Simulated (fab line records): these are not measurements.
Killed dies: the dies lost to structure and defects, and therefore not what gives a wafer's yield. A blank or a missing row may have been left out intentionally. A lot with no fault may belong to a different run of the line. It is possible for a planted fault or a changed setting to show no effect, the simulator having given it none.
What tool caused it? / flow berkeley-cmos170 / 21 wafers from 7 lots sampled at 3 of the route's 331 steps

WHAT THE GAUGES READ, wafer by wafer
UCB170_SACOX_THK_MEAS_02.
lot=L639; measured=day 6 17:37; on=film-metro-03; SACOX_OXIDE_THK (nm)=14.07 13.96 13.72
lot=L640; measured=day 7 09:33; on=film-metro-01; SACOX_OXIDE_THK (nm)=14.53 14.42 14.24
lot=L643; measured=day 7 18:19; on=film-metro-01; SACOX_OXIDE_THK (nm)=14.26 14.17 14.14
lot=L644; measured=day 8 02:35; on=film-metro-04; SACOX_OXIDE_THK (nm)=14.92 14.60 14.60
lot=L651; measured=day 9 17:07; on=film-metro-03; SACOX_OXIDE_THK (nm)=14.52 14.28 14.31
lot=L653; measured=day 10 05:36; on=film-metro-03; SACOX_OXIDE_THK (nm)=14.28 13.87 14.35
lot=L656; measured=day 10 17:53; on=film-metro-03; SACOX_OXIDE_THK (nm)=14.45 14.61 14.65

EACH LOT AND THE TOOL THAT RAN IT (in order: tool; ch and the chambers of the sampled wafers; start)
lot=L639; UCB170_ACTIVE_ETCH_15=rie-diel-04 ch 1,2,3, day 5 20:27; UCB170_ACTIVE_STRIP_16=plasma-asher-03 ch 0,1, day 5 20:33
lot=L640; UCB170_ACTIVE_ETCH_15=rie-diel-01 ch 0,2,3, day 6 07:02; UCB170_ACTIVE_STRIP_16=plasma-asher-02 ch 0,1, day 6 07:08
lot=L643; UCB170_ACTIVE_ETCH_15=rie-diel-01 ch 1,2,3, day 6 18:28; UCB170_ACTIVE_STRIP_16=plasma-asher-02 ch 0,1, day 6 18:34
lot=L644; UCB170_ACTIVE_ETCH_15=rie-diel-02 ch 0,2,3, day 7 02:11; UCB170_ACTIVE_STRIP_16=plasma-asher-03 ch 0,1, day 7 02:18
lot=L651; UCB170_ACTIVE_ETCH_15=rie-diel-04 ch 0,2,3, day 8 15:52; UCB170_ACTIVE_STRIP_16=plasma-asher-03 ch 0,1, day 8 16:00
lot=L653; UCB170_ACTIVE_ETCH_15=rie-diel-01 ch 1,2, day 9 04:53; UCB170_ACTIVE_STRIP_16=plasma-asher-03 ch 0,1, day 9 04:59
lot=L656; UCB170_ACTIVE_ETCH_15=rie-diel-01 ch 0,2,3, day 9 15:24; UCB170_ACTIVE_STRIP_16=plasma-asher-03 ch 0,1, day 9 15:30
- UCB170_ACTIVE_ETCH_15: etches Si3N4 in CH3F/Ar/O2, stops on SiO2, target depth 242 nm, time 154 s.
- UCB170_ACTIVE_STRIP_16: strips in O2.

THE ANSWER, worked out from the rows above alone
Rule: the lots themselves supply what counts as usual. Put in order of their means at a reading, lots are off if they are a third of the lots or fewer, leave a main group of 4 or more, and stand apart from it by a gap of 3 or more times the standard deviation of the main group's means; of several such gaps the widest counts. The tables above print the reading to a certain number of digits; a main group whose means all agree to those digits is not used. A lot without any number at a reading at which 4 lots or more have one is off too. Where the step has rows for the other lots, those lots are counted as sound.
Across all readings shown, no lot is off: no conclusion can be drawn from this.

WHAT THE SIMULATOR PUT IN
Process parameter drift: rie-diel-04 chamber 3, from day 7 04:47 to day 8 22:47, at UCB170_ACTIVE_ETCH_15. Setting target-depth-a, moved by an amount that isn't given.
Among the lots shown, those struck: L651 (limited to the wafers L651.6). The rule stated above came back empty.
